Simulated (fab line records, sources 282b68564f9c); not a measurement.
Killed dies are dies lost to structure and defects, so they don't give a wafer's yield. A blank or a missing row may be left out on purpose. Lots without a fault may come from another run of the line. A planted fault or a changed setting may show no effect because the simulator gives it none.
fab line records | flow rit_cmos | part 1 of 2: steps 1 to 24 of 25
record lots=5 wafers=23
route steps=202 shown GATE@89 NLDD@111 NSD@139 PSD@144 SDANNEAL@156 PLDD@159 SILICIDE@162 M1@184
start_h: hours from the record's first day to the start of the lot's first wafer shown | wait_h: hours since the lot's step before | " the same as in the row above | L1.1+2: a row that stands for several wafers | - no value, or no start given | * or withheld: withheld | < > ~ a bound
route shown NAME@n: a module of which the file shows steps, and the number in the route of the first | usual: mean/standard deviation of fault-free wafers | same: alike in all rows | chamber/n: place in a boat | sites: the reading at each site | _std_site: their standard deviation | _edge_site: outer sites' mean less inner sites' | radius_mm: how far each site lies from the wafer's centre | mask NAME#n: copy n | behind: the tool/chamber that last shaped the wafer | hold: why the lot was held/for how many hours/how that ended | device: the transistor (n, p or np) that didn't switch | end of line: the same wafers' tests at the end of the route | a step without rows: its recipe alone | killed: dies lost to structure and defects at the first sort, not the wafer's yield | map: a wafer's dies, x killed, . not, _ none there
set.NAME: the setting as run; set.NAME@STEP: as run at that earlier step | model.NAME: the simulator's own value behind a step, which no gauge read
lots whose settings were changed on purpose; a table a step, a row a wafer
## steps
# step RIT_GATE_EXPOSE_13
# recipe mask_id=M6 na=0.6 source_shape=conventional sigma_outer=0.6 target_cd_nm=150 dose_mj=380
# columns lot.wafer tool chamber start_h wait_h mask set.dose_mj
L075.1+5 iline_stepper-02 0 47.51 0.1 M6#0 368.8
L075.2+3+6 " 0 " " M6#0 380
L076.1+3+6 iline_stepper-01 0 48.89 0.2 M6#0 380
L077.1+5 iline_stepper-02 0 56.66 0.2 M6#0 380
L077.3+4+6 " 0 " " M6#0 361.2
L080.1+2+4 iline_stepper-01 0 71.62 0.1 M6#0 380
L080.3+6 " 0 " " M6#0 393.4
L084.1+2+4 iline_stepper-01 0 91.07 0.2 M6#0 380
L084.5+6 " 0 " " M6#0 396.3
# step RIT_GATE_PEB_14
# recipe resist=NOVOLAK temp_c=withheld time_s=withheld
# step RIT_GATE_DEVELOP_15
# recipe resist=NOVOLAK develop_time_s=50 dev_temp_c=23
# step RIT_GATE_CD_MEAS_16
# recipe target_cd_nm=150
# usual cd_nm=148/3.3
# columns lot.wafer tool chamber start_h wait_h set.dose_mj@GATE_EXPOSE_13 cd_nm
L075.1 cd_sem-02 - 47.91 - 368.8 161
L075.2 " - " " 380 145
L075.3 " - " " 380 146
L075.5 " - " " 368.8 161
L075.6 " - " " 380 143
L076.1 cd_sem-02 - 49.29 - 380 147
L076.3 " - " " 380 147
L076.6 " - " " 380 146
L077.1 cd_sem-02 - 57.06 - 380 149
L077.3 " - " " 361.2 176
L077.4 " - " " 361.2 175
L077.5 " - " " 380 150
L077.6 " - " " 361.2 175
L080.1 cd_sem-01 - 72.02 - 380 142
L080.2 " - " " 380 142
L080.3 " - " " 393.4 126
L080.4 " - " " 380 142
L080.6 " - " " 393.4 125
L084.1 cd_sem-01 - 91.47 - 380 153
L084.2 " - " " 380 152
L084.4 " - " " 380 150
L084.5 " - " " 396.3 128
L084.6 " - " " 396.3 129
# step RIT_GATE_HARDBAKE_18
# recipe resist=NOVOLAK temp_c=140 time_s=60
# step RIT_GATE_ETCH_19
# recipe chemistry=SF6/CHF3/O2 time_s=165 SF6_flow_sccm=30 CHF3_flow_sccm=30 O2_flow_sccm=5 target=poly-Si pressure_mtorr=40 rf_w=160 target_depth_a=3125 over_etch_frac=0.25 stop_on=SiO2
# usual oes_product_au=0.853/0.018
# columns lot.wafer tool chamber start_h wait_h set.temp_c@GATE_CVD_08 oes_product_au model.GATE.feature_depth_nm model.etch.depth_nm
L075.1 rie_si-01 0 48.22 0.1 603.1 0.786 214.7 -
L075.2 " 3 " " 603.1 0.749 211.4 -
L075.3 " 2 " " 603.1 0.760 213 213
L075.5 " 2 " " 603.1 0.754 211.7 211.7
L075.6 " 3 " " 603.1 0.748 212.8 212.8
L076.1 rie_si-02 2 49.60 0.1 610 0.873 250.7 250.7
L076.3 " 0 " " 610 0.868 250 250
L076.6 " 0 " " 610 0.859 249.3 249.3
L077.1 rie_si-01 3 57.37 0.1 616.5 0.929 293.2 293.2
L077.3 " 2 " " 616.5 0.950 293.4 -
L077.4 " 1 " " 616.5 0.969 294.5 294.5
L077.5 " 0 " " 616.5 0.972 290.7 290.7
L077.6 " 3 " " 616.5 0.936 294.4 -
L080.1 rie_si-02 3 72.53 0.1 592.2 0.619 161.4 161.4
L080.2 " 1 " " 592.2 0.627 161.9 161.9
L080.3 " 2 " " 592.2 0.652 160.5 160.5
L080.4 " 0 " " 592.2 0.657 164.1 -
L080.6 " 3 " " 592.2 0.624 161.9 -
L084.1 rie_si-02 1 91.78 0.1 604.1 0.768 216 -
L084.2 " 2 " " 604.1 0.774 213.3 -
L084.4 " 0 " " 604.1 0.783 214 214
L084.5 " 3 " " 604.1 0.754 212.5 -
L084.6 " 2 " " 604.1 0.778 214.3 214.3
# step RIT_GATE_STRIP_20
# recipe chemistry=O2 time_s=180 resist=NOVOLAK platen_temp_c=withheld power_w=500 pressure_mtorr=4000 o2_flow_sccm=4000
# columns lot.wafer tool chamber start_h wait_h set.o2_flow_sccm
L075.1+2+5 plasma_asher-03 1,0,0 48.32 0.1 4394
L075.3+6 " 1 " " 4000
L076.1+3+6 plasma_asher-02 0,0,1 49.71 0.1 4000
L077.1+3+4+5+6 plasma_asher-02 0,0,1,0,1 57.47 0.1 4000
L080.1+3 plasma_asher-04 0 72.64 0.1 4582
L080.2+4+6 " 1,1,0 " " 4000
L084.1+2+6 plasma_asher-03 0,1,1 91.88 0.1 3664
L084.4+5 " 1,0 " " 4000
# step RIT_GATE_CD_MEAS_90
# recipe target_cd_nm=150
# usual cd_nm=148/3.4
# columns lot.wafer tool chamber start_h wait_h set.dose_mj@GATE_EXPOSE_13 cd_nm
L075.1 cd_sem-01 - 48.50 0.1 368.8 160
L075.2 " - " " 380 146
L075.3 " - " " 380 147
L075.5 " - " " 368.8 160
L075.6 " - " " 380 144
L076.1 cd_sem-02 - 49.88 0.1 380 147
L076.3 " - " " 380 147
L076.6 " - " " 380 145
L077.1 cd_sem-01 - 57.65 0.1 380 149
L077.3 " - " " 361.2 176
L077.4 " - " " 361.2 175
L077.5 " - " " 380 150
L077.6 " - " " 361.2 175
L080.1 cd_sem-02 - 72.82 0.1 380 142
L080.2 " - " " 380 142
L080.3 " - " " 393.4 126
L080.4 " - " " 380 141
L080.6 " - " " 393.4 125
L084.1 cd_sem-02 - 92.06 0.1 380 153
L084.2 " - " " 380 152
L084.4 " - " " 380 150
L084.5 " - " " 396.3 128
L084.6 " - " " 396.3 129
# step RIT_NLDD_IMPLANT_08
# recipe species=P energy_kev=20 dose_cm2=5e+14 tilt_deg=7
# columns lot.wafer tool chamber start_h wait_h set.energy_kev model.implant.rp_nm model.implant.drp_nm
L075.1+2+3+5+6 implanter-01 0 53.50 0.1 20 26.83 12.97
L076.1+3+6 implanter-04 0 56.09 0.1 20 28.04 12.97
L077.1+5+6 implanter-01 0 63.45 0.1 21.13 28.87 13.41
L077.3+4 " 0 " " 20 27.82 12.97
L080.1+2+3+4+6 implanter-04 0 77.06 0.1 20 28.13 12.97
L084.1+4+6 implanter-01 0 97.86 0.1 20 28.08 12.97
L084.2+5 " 0 " " 20.55 28.6 13.18
# step RIT_NSD_IMPLANT_08
# recipe species=P energy_kev=25 dose_cm2=1e+15 tilt_deg=7
# columns lot.wafer tool chamber start_h wait_h set.dose_cm2
L075.1+6 implanter-03 0 59.16 0.1 1.053e+15
L075.2+3+5 " 0 " " 1e+15
L076.1+3+6 implanter-01 0 61.42 0.1 1e+15
L077.1+3+5 implanter-02 0 68.86 0.1 1.035e+15
L077.4+6 " 0 " " 1e+15
L080.1+2+6 implanter-02 0 82.40 0.1 9.439e+14
L080.3+4 " 0 " " 1e+15
L084.1+5+6 implanter-02 0 103.20 0.1 1e+15
L084.2+4 " 0 " " 1.055e+15
# step RIT_PSD_SOFTBAKE_02
# recipe resist=NOVOLAK temp_c=90 time_s=60
# columns lot.wafer tool chamber start_h wait_h set.temp_c
L075.1+5 litho_track-03 0 59.84 0.1 88.72
L075.2+3+6 " 0 " " 90
L076.1+3+6 litho_track-02 0 62.11 0.1 90
L077.1+3+6 litho_track-04 0 69.54 0.1 92.94
L077.4+5 " 0 " " 90
L080.1+3+6 litho_track-04 0 83.08 0.1 90
L080.2+4 " 0 " " 86.54
L084.1+2+4+5+6 litho_track-04 0 103.89 0.1 90
# step RIT_PSD_EXPOSE_03
# recipe mask_id=M10 na=0.57 target_cd_nm=40900 dose_mj=250
# step RIT_PSD_PEB_04
# recipe resist=NOVOLAK temp_c=withheld time_s=withheld
# step RIT_PSD_DEVELOP_05
# recipe resist=NOVOLAK develop_time_s=50 dev_temp_c=23
# columns lot.wafer tool chamber start_h wait_h set.temp_c@PSD_SOFTBAKE_02 model.NOVOLAK_of_PSD_COAT_01.thk_nm
L075.1 litho_track-03 0 - - 88.72 1000
L075.2+3+6 " 0 " " 90 1002
L075.5 " 0 " " 88.72 1007
L076.1 litho_track-03 0 - - 90 1005
L076.3 " 0 " " 90 1003
L076.6 " 0 " " 90 1004
L077.1 litho_track-04 0 - - 92.94 986.2
L077.3 " 0 " " 92.94 990.2
L077.4 " 0 " " 90 996.8
L077.5 " 0 " " 90 995.8
L077.6 " 0 " " 92.94 987.3
L080.1 litho_track-04 0 - - 90 998.2
L080.2 " 0 " " 86.54 1007
L080.3 " 0 " " 90 996.4
L080.4 " 0 " " 86.54 1006
L080.6 " 0 " " 90 993.7
L084.1 litho_track-04 0 - - 90 999.6
L084.2 " 0 " " 90 997.9
L084.4 " 0 " " 90 997.4
L084.5 " 0 " " 90 997.7
L084.6 " 0 " " 90 999.5
# step RIT_SDANNEAL_RTA_03
# recipe temp_c=1050 time_s=5 idle_temp_c=600 ramp_up_c_per_s=342 ramp_down_c_per_s=171 cool_to_c=600 ambient=N2
# columns lot.wafer tool chamber start_h wait_h set.time_s
L075.1+2+6 rtp_anneal-01 0 61.33 0.0 4.304
L075.3+5 " 0 " " 5
L076.1+3+6 rtp_anneal-02 0 64.15 0.0 5
L077.1+3+4+5+6 rtp_anneal-01 0 71.43 0.0 5
L080.1+6 rtp_anneal-02 0 84.57 0.0 5.372
L080.2+3+4 " 0 " " 5
L084.1+2 rtp_anneal-02 0 105.39 0.0 4.373
L084.4+5+6 " 0 " " 5
# step RIT_SDANNEAL_RS_MEAS_04
# recipe thk_meas_gauge=four-point-probe
# usual PSD_RS=115.94/0.27
# columns lot.wafer tool chamber start_h wait_h set.time_s@SDANNEAL_RTA_03 PSD_RS[ohm/sq]
L075.1 film_metro-04 - 61.39 0.0 4.304 118.55
L075.2 " - " " 4.304 118.04
L075.3 " - " " 5 116.57
L075.5 " - " " 5 115.81
L075.6 " - " " 4.304 118.26
L076.1 film_metro-02 - 64.21 0.0 5 116.06
L076.3 " - " " 5 115.88
L076.6 " - " " 5 116.16
L077.1 film_metro-02 - 71.49 0.0 5 116.05
L077.3 " - " " 5 115.90
L077.4 " - " " 5 115.89
L077.5 " - " " 5 116.07
L077.6 " - " " 5 115.63
L080.1 film_metro-03 - 84.63 0.0 5.372 115.03
L080.2 " - " " 5 116.06
L080.3 " - " " 5 116.18
L080.4 " - " " 5 116.01
L080.6 " - " " 5.372 114.97
L084.1 film_metro-03 - 105.45 0.0 4.373 117.36
L084.2 " - " " 4.373 117.56
L084.4 " - " " 5 115.16
L084.5 " - " " 5 115.43
L084.6 " - " " 5 115.60
# step RIT_SDANNEAL_RS_MEAS_05
# recipe thk_meas_gauge=four-point-probe
# usual NSD_RS=84.5/0.33
# columns lot.wafer tool chamber start_h wait_h set.dose_cm2@NSD_IMPLANT_08 NSD_RS[ohm/sq]
L075.1 film_metro-04 - 61.51 0.1 1.053e+15 80.9
L075.2 " - " " 1e+15 84.7
L075.3 " - " " 1e+15 84.5
L075.5 " - " " 1e+15 84.2
L075.6 " - " " 1.053e+15 80.9
L076.1 film_metro-02 - 64.33 0.1 1e+15 84.5
L076.3 " - " " 1e+15 84.3
L076.6 " - " " 1e+15 84.3
L077.1 film_metro-02 - 71.61 0.1 1.035e+15 82.2
L077.3 " - " " 1.035e+15 82.4
L077.4 " - " " 1e+15 84.6
L077.5 " - " " 1.035e+15 82.4
L077.6 " - " " 1e+15 84.9
L080.1 film_metro-03 - 84.75 0.1 9.439e+14 87.8
L080.2 " - " " 9.439e+14 88.5
L080.3 " - " " 1e+15 84.4
L080.4 " - " " 1e+15 84.5
L080.6 " - " " 9.439e+14 88.1
L084.1 film_metro-03 - 105.57 0.1 1e+15 84.2
L084.2 " - " " 1.055e+15 80.8
L084.4 " - " " 1.055e+15 80.5
L084.5 " - " " 1e+15 84.0
L084.6 " - " " 1e+15 84.0
# step RIT_SDANNEAL_RS_MEAS_06
# recipe thk_meas_gauge=four-point-probe
# usual PLDD_RS=178.8/0.45
# columns lot.wafer tool chamber start_h wait_h set.time_s@SDANNEAL_RTA_03 PLDD_RS[ohm/sq]
L075.1 film_metro-04 - 61.63 0.1 4.304 181.7
L075.2 " - " " 4.304 180.8
L075.3 " - " " 5 178.8
L075.5 " - " " 5 178.4
L075.6 " - " " 4.304 181.3
L076.1 film_metro-02 - 64.45 0.1 5 178.5
L076.3 " - " " 5 178.7
L076.6 " - " " 5 178.5
L077.1 film_metro-02 - 71.73 0.1 5 178.6
L077.3 " - " " 5 179.1
L077.4 " - " " 5 178.2
L077.5 " - " " 5 178.5
L077.6 " - " " 5 178.8
L080.1 film_metro-03 - 84.87 0.1 5.372 178.3
L080.2 " - " " 5 179.2
L080.3 " - " " 5 179.3
L080.4 " - " " 5 179.8
L080.6 " - " " 5.372 178.1
L084.1 film_metro-03 - 105.69 0.1 4.373 179.9
L084.2 " - " " 4.373 180.7
L084.4 " - " " 5 178.7
L084.5 " - " " 5 178.2
L084.6 " - " " 5 178.6
# step RIT_SILICIDE_SPUTTER_01
# recipe material=Ti target_thk_nm=30 power_w=350 chamber_pressure_pa=0.667 gas=Ar time_s=240 substrate_temp_c=25
# columns lot.wafer tool chamber start_h wait_h set.time_s model.Ti_of_SILICIDE_SPUTTER_01.thk_nm
L075.1 pvd_sputter-03 - 61.88 0.0 256.1 31.2
L075.2 " - " " 240 29.6
L075.3 " - " " 240 29.98
L075.5 " - " " 256.1 31.79
L075.6 " - " " 256.1 31.91
L076.1 pvd_sputter-01 - 64.70 0.0 240 29.26
L076.3 " - " " 240 29.56
L076.6 " - " " 240 29.43
L077.1 pvd_sputter-04 - 71.99 0.0 240 30.15
L077.3 " - " " 240 30.68
L077.4 " - " " 240 30.52
L077.5 " - " " 240 30.13
L077.6 " - " " 240 30.71
L080.1 pvd_sputter-04 - 85.12 0.0 240 30.61
L080.2 " - " " 240 30.28
L080.3 " - " " 240 29.72
L080.4 " - " " 240 29.98
L080.6 " - " " 240 29.81
L084.1 pvd_sputter-03 - 105.94 0.0 240 29.8
L084.2 " - " " 240 29.52
L084.4 " - " " 240 29.74
L084.5 " - " " 275.1 33.94
L084.6 " - " " 275.1 34.34
# step RIT_SILICIDE_RS_MEAS_02
# recipe thk_meas_gauge=four-point-probe reads=Ti_of_SILICIDE_SPUTTER_01
# usual SILICIDE_TI_RS=48.2/0.85
# columns lot.wafer tool chamber start_h wait_h set.time_s@SILICIDE_SPUTTER_01 SILICIDE_TI_RS[ohm/sq]
L075.1 film_metro-01 - 62.03 0.1 256.1 45.5
L075.2 " - " " 240 48.7
L075.3 " - " " 240 47.9
L075.5 " - " " 256.1 44.5
L075.6 " - " " 256.1 44.2
L076.1 film_metro-03 - 64.85 0.1 240 49.3
L076.3 " - " " 240 48.8
L076.6 " - " " 240 49.0
L077.1 film_metro-01 - 72.14 0.1 240 47.4
L077.3 " - " " 240 46.4
L077.4 " - " " 240 46.9
L077.5 " - " " 240 47.6
L077.6 " - " " 240 46.4
L080.1 film_metro-03 - 85.27 0.1 240 46.7
L080.2 " - " " 240 47.4
L080.3 " - " " 240 48.4
L080.4 " - " " 240 47.9
L080.6 " - " " 240 48.2
L084.1 film_metro-02 - 106.09 0.1 240 48.4
L084.2 " - " " 240 48.9
L084.4 " - " " 240 48.6
L084.5 " - " " 275.1 41.2
L084.6 " - " " 275.1 40.5
# step RIT_SILICIDE_THK_MEAS_03
# recipe thk_meas_gauge=xrf reads=Ti_of_SILICIDE_SPUTTER_01
# usual SILICIDE_TI_THK=29.8/0.41
# columns lot.wafer tool chamber start_h wait_h set.time_s@SILICIDE_SPUTTER_01 SILICIDE_TI_THK[nm]
L075.1 film_metro-01 - 62.15 0.1 256.1 31.1
L075.2 " - " " 240 29.5
L075.3 " - " " 240 29.8
L075.5 " - " " 256.1 31.7
L075.6 " - " " 256.1 31.9
L076.1 film_metro-03 - 64.97 0.1 240 29.2
L076.3 " - " " 240 29.5
L076.6 " - " " 240 29.4
L077.1 film_metro-01 - 72.26 0.1 240 30.0
L077.3 " - " " 240 30.5
L077.4 " - " " 240 30.5
L077.5 " - " " 240 29.9
L077.6 " - " " 240 30.5
L080.1 film_metro-03 - 85.39 0.1 240 30.5
L080.2 " - " " 240 30.2
L080.3 " - " " 240 29.7
L080.4 " - " " 240 30.0
L080.6 " - " " 240 29.7
L084.1 film_metro-02 - 106.21 0.1 240 29.7
L084.2 " - " " 240 29.4
L084.4 " - " " 240 29.8
L084.5 " - " " 275.1 33.8
L084.6 " - " " 275.1 34.3
# step RIT_M1_SPUTTER_00
# recipe material=Al target_thk_nm=400 power_w=2000 chamber_pressure_pa=0.4 gas=Ar time_s=500 substrate_temp_c=25
# columns lot.wafer tool chamber start_h wait_h set.time_s model.Al_of_M1_SPUTTER_00.thk_nm
L075.1 pvd_sputter-02 - 64.79 0.0 427 338.8
L075.2 " - " " 427 341.6
L075.3 " - " " 500 393.2
L075.5 " - " " 500 402
L075.6 " - " " 500 398.3
L076.1 pvd_sputter-03 - 67.55 0.0 500 396.4
L076.3 " - " " 500 398.1
L076.6 " - " " 500 399.8
L077.1 pvd_sputter-02 - 74.80 0.0 500 401
L077.3 " - " " 470.5 371.9
L077.4 " - " " 500 401.2
L077.5 " - " " 500 395.7
L077.6 " - " " 470.5 378.3
L080.1 pvd_sputter-03 - 88.00 0.0 500 395.5
L080.2 " - " " 500 391.6
L080.3 " - " " 500 389
L080.4 " - " " 530.6 417.6
L080.6 " - " " 530.6 413.9
L084.1 pvd_sputter-01 - 108.84 0.0 548.3 433.9
L084.2 " - " " 548.3 444.3
L084.4 " - " " 500 404
L084.5 " - " " 548.3 441.4
L084.6 " - " " 500 395.6
# step RIT_M1_RS_MEAS_01
# recipe thk_meas_gauge=four-point-probe reads=Al_of_M1_SPUTTER_00
# usual M1_AL_RS=0.0740/0.00075
# columns lot.wafer tool chamber start_h wait_h set.time_s@M1_SPUTTER_00 M1_AL_RS[ohm/sq]
L075.1 film_metro-02 - 65.09 0.1 427 0.0871
L075.2 " - " " 427 0.0865
L075.3 " - " " 500 0.0748
L075.5 " - " " 500 0.0730
L075.6 " - " " 500 0.0737
L076.1 film_metro-03 - 67.85 0.1 500 0.0741
L076.3 " - " " 500 0.0736
L076.6 " - " " 500 0.0736
L077.1 film_metro-04 - 75.13 0.2 500 0.0732
L077.3 " - " " 470.5 0.0792
L077.4 " - " " 500 0.0734
L077.5 " - " " 500 0.0742
L077.6 " - " " 470.5 0.0779
L080.1 film_metro-04 - 88.30 0.1 500 0.0743
L080.2 " - " " 500 0.0752
L080.3 " - " " 500 0.0756
L080.4 " - " " 530.6 0.0704
L080.6 " - " " 530.6 0.0709
L084.1 film_metro-02 - 109.13 0.1 548.3 0.0679
L084.2 " - " " 548.3 0.0660
L084.4 " - " " 500 0.0728
L084.5 " - " " 548.3 0.0665
L084.6 " - " " 500 0.0743
# step RIT_M1_THK_MEAS_02
# recipe thk_meas_gauge=xrf reads=Al_of_M1_SPUTTER_00
# usual M1_AL_THK=394/5.5
# columns lot.wafer tool chamber start_h wait_h set.time_s@M1_SPUTTER_00 M1_AL_THK[nm]
L075.1 film_metro-02 - 65.21 0.1 427 337
L075.2 " - " " 427 340
L075.3 " - " " 500 392
L075.5 " - " " 500 400
L075.6 " - " " 500 399
L076.1 film_metro-03 - 67.97 0.1 500 395
L076.3 " - " " 500 398
L076.6 " - " " 500 398
L077.1 film_metro-04 - 75.25 0.1 500 392
L077.3 " - " " 470.5 365
L077.4 " - " " 500 393
L077.5 " - " " 500 387
L077.6 " - " " 470.5 370
L080.1 film_metro-04 - 88.42 0.1 500 388
L080.2 " - " " 500 385
L080.3 " - " " 500 383
L080.4 " - " " 530.6 410
L080.6 " - " " 530.6 407
L084.1 film_metro-02 - 109.25 0.1 548.3 434
L084.2 " - " " 548.3 441
L084.4 " - " " 500 402
L084.5 " - " " 548.3 437
L084.6 " - " " 500 395
## key
split step=RIT_GATE_EXPOSE_13 setting=dose_mj stated=380 by=wafer
response step=RIT_GATE_CD_MEAS_16 reading=cd_nm change=-5.13 per=1% r=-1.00
response step=RIT_GATE_CD_MEAS_90 reading=cd_nm change=-5.12 per=1% r=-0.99
response step=RIT_M1_PROBE_99 reading=model.etest.pmos_turned.r_on_ohm_um change=-121 per=1% r=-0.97
response step=RIT_M1_PROBE_99 reading=model.etest.pmos_0p15.r_on_ohm_um change=-118 per=1% r=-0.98
response step=RIT_M1_PROBE_99 reading=model.etest.nmos_0p15.r_on_ohm_um change=-35.7 per=1% r=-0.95
response step=RIT_M1_PROBE_99 reading=model.etest.nmos_turned.drive_ua_um change=+10.9 per=1% r=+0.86
split step=RIT_GATE_STRIP_20 setting=o2_flow_sccm stated=4000 by=wafer
response none clear
split step=RIT_NLDD_IMPLANT_08 setting=energy_kev stated=20 by=wafer
response step=RIT_NLDD_IMPLANT_08 reading=model.implant.rp_nm change=+0.187 per=1% r=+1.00
response step=RIT_NLDD_IMPLANT_08 reading=model.implant.drp_nm change=+0.0775 per=1% r=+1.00
split step=RIT_NSD_IMPLANT_08 setting=dose_cm2 stated=1e+15 by=wafer
response step=RIT_SDANNEAL_RS_MEAS_05 reading=NSD_RS change=-0.654 per=1% r=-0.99
split step=RIT_PSD_SOFTBAKE_02 setting=temp_c stated=90 by=wafer
response step=RIT_PSD_DEVELOP_05 reading=model.NOVOLAK_of_PSD_COAT_01.thk_nm change=-2.49 per=1% r=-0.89
split step=RIT_SDANNEAL_RTA_03 setting=time_s stated=5 by=wafer
response step=RIT_SDANNEAL_RS_MEAS_04 reading=PSD_RS change=-0.155 per=1% r=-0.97
response step=RIT_SDANNEAL_RS_MEAS_06 reading=PLDD_RS change=-0.17 per=1% r=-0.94
split step=RIT_SILICIDE_SPUTTER_01 setting=time_s stated=240 by=wafer
response step=RIT_SILICIDE_SPUTTER_01 reading=model.Ti_of_SILICIDE_SPUTTER_01.thk_nm change=+0.299 per=1% r=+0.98
response step=RIT_SILICIDE_RS_MEAS_02 reading=SILICIDE_TI_RS change=-0.534 per=1% r=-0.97
response step=RIT_SILICIDE_THK_MEAS_03 reading=SILICIDE_TI_THK change=+0.3 per=1% r=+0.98
split step=RIT_M1_SPUTTER_00 setting=time_s stated=500 by=wafer
response step=RIT_M1_SPUTTER_00 reading=model.Al_of_M1_SPUTTER_00.thk_nm change=+4.01 per=1% r=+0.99
response step=RIT_M1_RS_MEAS_01 reading=M1_AL_RS change=-0.00082 per=1% r=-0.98
response step=RIT_M1_THK_MEAS_02 reading=M1_AL_THK change=+3.97 per=1% r=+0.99
split outside_this_file step=RIT_GATE_CVD_08 setting=temp_c
# split outside_this_file: this setting was split too, and the file shows its column; the key of that split is in another file
